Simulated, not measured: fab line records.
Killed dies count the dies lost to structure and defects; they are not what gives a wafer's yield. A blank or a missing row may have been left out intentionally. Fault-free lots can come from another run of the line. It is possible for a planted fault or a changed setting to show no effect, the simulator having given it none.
fab line records    flow rit_cmos
record lots=6  wafers=18  last_day=6
route steps=202 shown NRETRO@60 PRETRO@64 GATE@75 M1@202
lots with no fault: from the same line, run without faults
start_h: the number of hours between the record's first day and the start of the first shown wafer of the lot    wait_h: hours from the lot's prior step to this one    " repeats the value in the row above    L1.1+2: several wafers, shown together as one row    - no value, or no start given    * or withheld: withheld    < > ~ a bound
route shown NAME@n: names a module that has steps shown in the file, with the first one's number in the route    usual: the fault-free wafers' mean and standard deviation    same: alike in all rows    chamber/n: place in a boat    sites: per-site readings    _std_site: how widely they spread, as a standard deviation    _edge_site: mean of outer sites minus mean of inner sites    radius_mm: how far each site lies from the wafer's centre    mask NAME#n: copy n    behind: the most recent tool/chamber to have shaped the wafer    hold: why the lot went on hold/how many hours it stayed there/how the hold came to an end    device: the n, p or np transistor that did not switch    end of line: tests run on the same wafers once the route is complete    a step given without rows: its recipe and nothing more    killed: not the wafer's yield, but the dies lost to structure and defects at the first sort    map: a wafer's dies, marking killed ones x, the rest . and places with no die _
set.NAME: the setting that was run; set.NAME@STEP: the one run at that earlier step    model.NAME: the simulator's own value behind a step, which no gauge read
a table for each step, a row for each wafer; lots at some steps of the route
services: from which hour (start_h, from the record's first day; less than 0 if before it) a tool's chamber was out of use, for how many hours, and why
## steps
# step RIT_NRETRO_HARDBAKE_07
# recipe resist=NOVOLAK  temp_c=140  time_s=120
# step RIT_NRETRO_IMPLANT_08
# recipe species=P  energy_kev=70  dose_cm2=1e+13  tilt_deg=7
# step RIT_NRETRO_STRIP_09
# recipe chemistry=O2  time_s=180  resist=NOVOLAK  platen_temp_c=withheld  power_w=500  pressure_mtorr=4000  o2_flow_sccm=4000
# usual drypump_motor_current_A=5.6/0.64
# same time_s=180
lot.wafer  tool             chamber  start_h  wait_h  drypump_motor_current_A  rf_hours_counter_h
L535.1     plasma_asher-02  0        55.38    0.1     5.8                      41
L535.3     "                1        "        "       5.8                      -
L535.5     "                1        "        "       5.7                      -
L536.1     plasma_asher-04  0        60.90    0.1     5.4                      42
L536.2     "                1        "        "       4.9                      42
L536.4     "                0        "        "       5.4                      -
L539.1     plasma_asher-04  0        74.76    0.1     5.4                      43
L539.2     "                1        "        "       4.9                      43
L539.4     "                1        "        "       4.9                      -
L542.1     plasma_asher-03  0        89.97    0.1     6.4                      45
L542.4     "                0        "        "       6.4                      -
L542.5     "                0        "        "       6.4                      -
L545.3     plasma_asher-04  1        107.71   0.1     4.9                      -
L545.4     "                0        "        "       5.4                      -
L545.6     "                1        "        "       4.9                      -
L549.1     plasma_asher-04  0        124.51   0.1     5.4                      51
L549.3     "                0        "        "       5.4                      -
L549.4     "                1        "        "       4.9                      -
# step RIT_NRETRO_TW_MEAS_10
# usual NRETRO_TW=1035/6.8
lot.wafer  tool           chamber  start_h  wait_h  NRETRO_TW
L535.1     film_metro-02  -        55.56    0.1     1046
L535.3     "              -        "        "       1048
L535.5     "              -        "        "       1047
L536.1     film_metro-03  -        61.07    0.1     1024
L536.2     "              -        "        "       1033
L536.4     "              -        "        "       1027
L539.1     film_metro-03  -        74.93    0.1     1036
L539.2     "              -        "        "       1031
L539.4     "              -        "        "       1033
L542.1     film_metro-04  -        90.15    0.1     1038
L542.4     "              -        "        "       1038
L542.5     "              -        "        "       1037
L545.3     film_metro-02  -        107.84   0.1     1040
L545.4     "              -        "        "       1043
L545.6     "              -        "        "       1039
L549.1     film_metro-03  -        124.69   0.1     1027
L549.3     "              -        "        "       1029
L549.4     "              -        "        "       1033
# step RIT_PRETRO_HMDS_00
# recipe prime_time_s=60  prime_temp_c=140
# step RIT_PRETRO_COAT_01
# recipe resist=NOVOLAK  spin_rpm=2000  resist_thk_nm=1300
# step RIT_PRETRO_SOFTBAKE_02
# recipe resist=NOVOLAK  temp_c=90  time_s=62.63
# usual plate_sensor_t_centre_C=90.969/0.0097  plate_sensor_t_edge_C=91.021/0.01
# same time_s=62.63
lot.wafer  tool            chamber  start_h  wait_h  plate_sensor_t_centre_C  plate_sensor_t_edge_C
L535.1     litho_track-02  0        56.05    0.1     90.962                   91.024
L535.3     "               0        "        "       90.971                   91.018
L535.5     "               0        "        "       90.964                   91.028
L536.1     litho_track-03  0        61.43    0.1     90.976                   91.018
L536.2     "               0        "        "       90.975                   91.036
L536.4     "               0        "        "       90.977                   91.011
L539.1     litho_track-04  0        75.29    0.1     90.973                   91.022
L539.2     "               0        "        "       90.969                   91.012
L539.4     "               0        "        "       90.975                   91.025
L542.1     litho_track-04  0        90.51    0.1     90.960                   91.026
L542.4     "               0        "        "       90.952                   91.048
L542.5     "               0        "        "       90.972                   91.016
L545.3     litho_track-02  0        108.23   0.1     90.962                   90.996
L545.4     "               0        "        "       90.972                   91.028
L545.6     "               0        "        "       90.964                   91.017
L549.1     litho_track-04  0        125.05   0.1     90.948                   91.044
L549.3     "               0        "        "       90.958                   91.022
L549.4     "               0        "        "       90.981                   90.998
# step RIT_PRETRO_EXPOSE_03
# recipe mask_id=M5  na=0.57  target_cd_nm=43700  dose_mj=250
# step RIT_PRETRO_PEB_04
# recipe resist=NOVOLAK  temp_c=withheld  time_s=withheld
# step RIT_PRETRO_DEVELOP_05
# recipe resist=NOVOLAK  develop_time_s=68  dev_temp_c=23
# step RIT_PRETRO_OVL_MEAS_06
# usual PRETRO_OVL=1.1/1.3
lot.wafer  tool        chamber  start_h  wait_h  PRETRO_OVL[nm]
L535.1     overlay-01  -        56.63    -       1.6
L535.3     "           -        "        "       0.7
L535.5     "           -        "        "       2.3
L536.1     overlay-02  -        62.25    -       0.6
L536.2     "           -        "        "       1.0
L536.4     "           -        "        "       -0.6
L539.1     overlay-01  -        76.00    -       2.1
L539.2     "           -        "        "       2.9
L539.4     "           -        "        "       2.3
L542.1     overlay-01  -        91.15    -       2.6
L542.4     "           -        "        "       4.0
L542.5     "           -        "        "       4.4
L545.3     overlay-02  -        108.78   -       1.1
L545.4     "           -        "        "       1.2
L545.6     "           -        "        "       0.4
L549.1     overlay-01  -        125.75   -       0.0
L549.3     "           -        "        "       1.5
L549.4     "           -        "        "       1.1
# step RIT_PRETRO_HARDBAKE_07
# recipe resist=NOVOLAK  temp_c=140  time_s=120
# step RIT_PRETRO_IMPLANT_08
# recipe species=B  energy_kev=45  dose_cm2=1.2e+13  tilt_deg=7
# usual dose_ions_cm2=1.2002e+13/1.4e+10  faraday_current_uA=38.1/0.79
lot.wafer  tool          chamber  start_h  wait_h  dose_ions_cm2  faraday_current_uA
L535.1     implanter-03  0        56.91    0.2     1.2016e+13     37.7
L535.3     "             0        "        "       1.2043e+13     38.5
L535.5     "             0        "        "       1.2007e+13     36.2
L536.1     implanter-03  0        62.54    0.2     1.1965e+13     38.1
L536.2     "             0        "        "       1.1998e+13     35.9
L536.4     "             0        "        "       1.1984e+13     38.5
L539.1     implanter-03  0        76.28    0.2     7.705e+12      23.8
L539.2     "             0        "        "       7.678e+12      25.0
L539.4     "             0        "        "       7.681e+12      24.0
L542.1     implanter-03  0        91.43    0.2     7.673e+12      24.0
L542.4     "             0        "        "       7.664e+12      24.6
L542.5     "             0        "        "       7.673e+12      23.6
L545.3     implanter-01  0        109.10   0.2     1.2022e+13     40.0
L545.4     "             0        "        "       1.2026e+13     37.2
L545.6     "             0        "        "       1.2011e+13     38.5
L549.1     implanter-01  0        126.04   0.2     1.201e+13      38.9
L549.3     "             0        "        "       1.2002e+13     38.2
L549.4     "             0        "        "       1.2017e+13     37.9
# step RIT_PRETRO_STRIP_09
# recipe chemistry=O2  time_s=180  resist=NOVOLAK  platen_temp_c=withheld  power_w=500  pressure_mtorr=4000  o2_flow_sccm=4000
# usual drypump_motor_current_A=5.9/0.48
# same time_s=180
lot.wafer  tool             chamber  start_h  wait_h  drypump_motor_current_A  rf_hours_counter_h
L535.1     plasma_asher-03  1        57.06    0.1     6.7                      41
L535.3     "                0        "        "       6.4                      -
L535.5     "                0        "        "       6.4                      -
L536.1     plasma_asher-02  1        62.69    0.1     5.7                      42
L536.2     "                0        "        "       5.8                      42
L536.4     "                1        "        "       5.7                      -
L539.1     plasma_asher-01  1        76.43    0.1     5.7                      29
L539.2     "                0        "        "       5.2                      29
L539.4     "                1        "        "       5.7                      -
L542.1     plasma_asher-01  1        91.58    0.1     5.7                      30
L542.4     "                0        "        "       5.2                      -
L542.5     "                1        "        "       5.8                      -
L545.3     plasma_asher-01  0        109.38   0.3     5.2                      -
L545.4     "                1        "        "       5.7                      -
L545.6     "                0        "        "       5.2                      -
L549.1     plasma_asher-02  0        126.19   0.1     5.8                      1
L549.3     "                1        "        "       5.7                      -
L549.4     "                0        "        "       5.8                      -
# step RIT_PRETRO_TW_MEAS_10
# usual PRETRO_TW=471/3.3
lot.wafer  tool           chamber  start_h  wait_h  PRETRO_TW
L535.1     film_metro-01  -        57.24    0.1     472
L535.3     "              -        "        "       472
L535.5     "              -        "        "       473
L536.1     film_metro-01  -        62.86    0.1     472
L536.2     "              -        "        "       473
L536.4     "              -        "        "       473
L539.1     film_metro-02  -        76.61    0.1     410
L539.2     "              -        "        "       411
L539.4     "              -        "        "       412
L542.1     film_metro-02  -        91.76    0.1     410
L542.4     "              -        "        "       412
L542.5     "              -        "        "       410
L545.3     film_metro-02  -        109.52   0.1     471
L545.4     "              -        "        "       472
L545.6     "              -        "        "       472
L549.1     film_metro-03  -        126.36   0.1     464
L549.3     "              -        "        "       464
L549.4     "              -        "        "       467
# step RIT_GATE_WET_ETCH_00
# recipe chemistry=BOE  target=SiO2  target_depth_nm=56  time_s=60  dry=n2_spin  dilution=10:1  temp_c=21.5
# step RIT_M1_PROBE_99
# usual killed_at_M0_to_M3=0.0/0.16  killed_at_front_end=7/3.1  killed_dies=7/3.1  killed_open=3.5/2.1  killed_short=3.5/2
# same gross_dies=264  killed_at_M4_up=0  killed_at_back_side=0  killed_at_contacts=0  killed_at_other=0
lot.wafer  tool       chamber  start_h  wait_h  killed_at_M0_to_M3  killed_at_front_end  killed_dies  killed_open  killed_short  model.etest.nmos_0p3.r_on_ohm_um  model.etest.nmos_0p15.r_on_ohm_um  model.etest.nmos_turned.drive_ua_um  model.etest.nmos_0p15.drive_ua_um  model.etest.nmos_0p3.drive_ua_um  model.etest.nmos_narrow.drive_ua_um  model.etest.ring.delay_ps  model.etest.nmos_0p15.off_log10_a_um
L535.1     prober-02  -        84.26    0.1     0                   14                   14           6            8             2197                              1163                               314.4                                452.7                              220.1                             219.1                                27.97                      -10.24
L535.3     prober-02  -        84.36    0.2     0                   3                    3            2            1             2214                              1167                               314.6                                463.4                              221.6                             214.4                                26.93                      -9.772
L535.5     prober-02  -        84.46    0.2     0                   6                    6            3            3             2200                              1163                               316.3                                450.1                              218.6                             214.2                                28.04                      -10.07
L536.1     prober-01  -        89.05    0.1     0                   10                   10           3            7             2272                              1156                               308.5                                433.8                              203.4                             202.2                                28.77                      -10.49
L536.2     prober-01  -        89.10    0.1     1                   7                    8            1            6             2293                              1171                               313                                  436.7                              202                               199.2                                28.87                      -10.41
L536.4     prober-01  -        89.20    0.2     0                   13                   13           9            4             2283                              1155                               314.6                                433.4                              199.2                             195.6                                29.14                      -10.44
L539.1     prober-02  -        104.02   0.1     0                   4                    4            2            2             2120                              1099                               369.5                                480.4                              235                               236.3                                27.34                      -9.245
L539.2     prober-02  -        104.07   0.1     0                   4                    4            3            1             2128                              1134                               357.3                                476.1                              234.4                             233                                  27.47                      -9.406
L539.4     prober-02  -        104.17   0.2     0                   5                    5            2            3             2119                              1140                               357.1                                470.7                              233.8                             232.3                                27.91                      -9.376
L542.1     prober-01  -        118.10   0.1     0                   4                    4            1            2             2064                              1070                               354.3                                489.2                              237.8                             234.6                                26.5                       -8.746
L542.4     prober-01  -        118.25   0.2     0                   5                    5            1            4             2054                              1071                               368.6                                494.5                              244.7                             244                                  26.83                      -8.872
L542.5     prober-01  -        118.30   0.2     0                   5                    5            2            3             2056                              1076                               366.8                                502                                242.1                             241.4                                26.01                      -8.59
L545.3     prober-02  -        136.53   0.2     0                   10                   10           7            3             2246                              1109                               322.8                                451.7                              201.7                             206.6                                27.7                       -10.14
L545.4     prober-02  -        136.58   0.2     0                   13                   13           6            7             2266                              1141                               321.4                                443.4                              202.9                             206.7                                28.24                      -10.34
L545.6     prober-02  -        136.68   0.2     0                   12                   12           3            9             2286                              1137                               316.3                                442.3                              201.5                             207.3                                28.51                      -10.25
L549.1     prober-02  -        152.61   0.1     0                   8                    8            5            3             2243                              1140                               329.7                                457.2                              215.6                             213.6                                28.12                      -10.04
L549.3     prober-02  -        152.71   0.2     0                   7                    7            4            3             2202                              1112                               327.9                                462.6                              212.9                             215.2                                27.46                      -9.805
L549.4     prober-02  -        152.76   0.2     0                   4                    4            3            1             2228                              1131                               328.2                                457.6                              209.9                             209.1                                27.57                      -9.738
# killed by level:class
L535.1 GATE:geometric_particle:short=4 GATE:geometric_particle:open=3 FOX1:geometric_particle:open=2 SILICIDE:geometric_particle:short=2 FOX1:geometric_particle:short=1 SPACER:geometric_particle:open=1 SPACER:geometric_particle:short=1
L535.3 GATE:geometric_particle:short=1 GATE:geometric_particle:open=1 REOX:geometric_particle:open=1
L535.5 GATE:geometric_particle:short=2 FOX1:geometric_particle:open=1 GATE:geometric_particle:open=1 REOX:geometric_particle:open=1 REOX:geometric_particle:short=1
L536.1 SILICIDE:geometric_particle:short=3 FOX1:geometric_particle:open=2 GATE:geometric_particle:short=2 REOX:geometric_particle:short=2 REOX:geometric_particle:open=1
L536.2 REOX:geometric_particle:short=4 FOX2:geometric_particle:short=1 SPACER:geometric_particle:open=1 SILICIDE:geometric_particle:short=1 M1:coat_microbubble_printed=1
L536.4 GATE:geometric_particle:open=4 REOX:geometric_particle:open=4 GATE:geometric_particle:short=3 REOX:geometric_particle:short=1 SILICIDE:geometric_particle:open=1
L539.1 FOX1:geometric_particle:short=1 GATE:geometric_particle:open=1 REOX:geometric_particle:open=1 SPACER:geometric_particle:short=1
L539.2 GATE:geometric_particle:open=2 REOX:geometric_particle:short=1 SPACER:geometric_particle:open=1
L539.4 GATE:geometric_particle:short=2 FOX2:geometric_particle:open=1 REOX:geometric_particle:open=1 REOX:geometric_particle:short=1
L542.1 GATE:geometric_particle:open=1 GATE:geometric_particle:short=1 SILICIDE:geometric_particle:short=1 NRETRO:coat_microbubble_printed=1
L542.4 SILICIDE:geometric_particle:short=3 FOX1:geometric_particle:open=1 GATE:geometric_particle:short=1
L542.5 GATE:geometric_particle:short=2 FOX2:geometric_particle:open=1 GATE:geometric_particle:open=1 SPACER:geometric_particle:short=1
L545.3 GATE:geometric_particle:open=2 REOX:geometric_particle:open=2 SILICIDE:geometric_particle:open=2 FOX1:geometric_particle:short=1 FOX2:geometric_particle:open=1 GATE:geometric_particle:short=1 REOX:geometric_particle:short=1
L545.4 FOX1:geometric_particle:open=5 FOX1:geometric_particle:short=3 SPACER:geometric_particle:short=2 GATE:geometric_particle:open=1 GATE:geometric_particle:short=1 SILICIDE:geometric_particle:short=1
L545.6 FOX1:geometric_particle:short=3 GATE:geometric_particle:short=3 ACTIVE:geometric_particle:short=1 FOX1:geometric_particle:open=1 GATE:geometric_particle:open=1 SPACER:geometric_particle:short=1 SILICIDE:geometric_particle:open=1 SILICIDE:geometric_particle:short=1
L549.1 SPACER:geometric_particle:open=2 FOX1:geometric_particle:open=1 GATE:geometric_particle:open=1 GATE:geometric_particle:short=1 SPACER:geometric_particle:short=1 SILICIDE:geometric_particle:open=1 SILICIDE:geometric_particle:short=1
L549.3 FOX1:geometric_particle:open=2 REOX:geometric_particle:short=2 REOX:geometric_particle:open=1 SPACER:geometric_particle:short=1 SPACER:geometric_particle:open=1
L549.4 FOX1:geometric_particle:open=1 FOX2:geometric_particle:open=1 GATE:geometric_particle:open=1 GATE:geometric_particle:short=1
## services
tool             chamber  start_h  hours  kind
plasma_asher-04  -        31.89    3.0    repair
plasma_asher-04  -        68.29    2.8    pm
plasma_asher-02  -        91.14    0.5    repair
plasma_asher-03  -        93.48    28.1   pm
plasma_asher-02  -        104.86   3.3    repair
plasma_asher-02  -        105.39   0.4    repair
plasma_asher-02  -        108.81   9.0    pm
plasma_asher-02  0        108.81   9.0    vent_cycle
plasma_asher-02  1        108.81   9.0    vent_cycle
plasma_asher-02  0        117.81   -      clean
plasma_asher-02  1        117.81   -      clean
## key
first_sign step=RIT_PRETRO_IMPLANT_08  reading=dose_ions_cm2  direction=down  sigmas=99+  usual=1.2002e+13  struck=7.679e+12
effect step=RIT_PRETRO_IMPLANT_08  reading=faraday_current_uA  direction=down  sigmas=18  usual=38.1  struck=24.2
effect step=RIT_PRETRO_TW_MEAS_10  reading=PRETRO_TW  direction=down  sigmas=18  usual=471  struck=411
model_effect step=RIT_M1_PROBE_99  value=etest.nmos_0p3.r_on_ohm_um  without=2257  struck=2090
met_at RIT_PRETRO_IMPLANT_08
struck_wafers L539.1,L539.2,L539.4,L542.1,L542.4,L542.5
tester_left_out L539,L542
onset_between 62.54 76.28
fault kind=process_parameter_drift  tool=implanter-03  chamber=-  onset_h=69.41  steps=RIT_PRETRO_IMPLANT_08  channel=dose_cm2  offset=-4.3251e+12  shape=step  end_h=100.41  acts_in=these_recipes_only  stated=1.2e+13
# tester_left_out: of these lots the tester's yield and bins aren't shown, on N5 and GAA mostly nor the transistor test; their killed dies are dies lost to structure and defects alone, not to doping, threshold or leakage, so they don't give the yield
